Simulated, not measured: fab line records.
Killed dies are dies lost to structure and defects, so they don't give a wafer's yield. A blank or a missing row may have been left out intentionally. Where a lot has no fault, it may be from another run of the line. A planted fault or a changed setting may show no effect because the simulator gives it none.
Chamber matching ; flow berkeleyCmos170 ; rieSi-01 running UCB170_GATE_ETCH_15: 4 sister chambers
The step etches poly-Si in HBr/Cl2, stops on SiO2, time 56.3 s, target depth 278.2 nm. 4 wafers are shown with their chamber, then 8 later ones without.

WAFERS WITH THEIR CHAMBER
wafer;chamber;throttleValvePct (%)
L858.2;0;26.22
L867.1;1;26.29
L867.3;3;26.69
L869.2;2;26.55

WAFERS WITH NO CHAMBER GIVEN
wafer;throttleValvePct (%)
L869.4;26.35
L869.5;26.30
L876.1;26.68
L876.4;26.34
L876.6;26.57
L880.1;26.34
L880.3;26.67
L880.4;26.30

WHICH CHAMBER EACH WENT THROUGH
wafer;from the rows above;in truth
L869.4;1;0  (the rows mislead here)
L869.5;1;1
L876.1;3;3
L876.4;1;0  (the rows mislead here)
L876.6;2;2
L880.1;1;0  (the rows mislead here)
L880.3;3;3
L880.4;1;1
5 of 8 placed correctly. Not placeable from these rows: 0. Number placed wrongly: 3.
How it was worked out, from the rows above alone: a wafer's distance from a chamber is the root of the sum, over the readings, of the square of ((its reading less the chamber's mean) divided by the reading's scatter). The wafer belongs to the nearest chamber; if the next one is less than 2 further off, it can't be placed. Each chamber's mean is taken over the wafers shown for it. The scatter (one wafer shown for each chamber): square how far every hidden wafer sits from the nearest shown wafer, average those squares and take the square root.
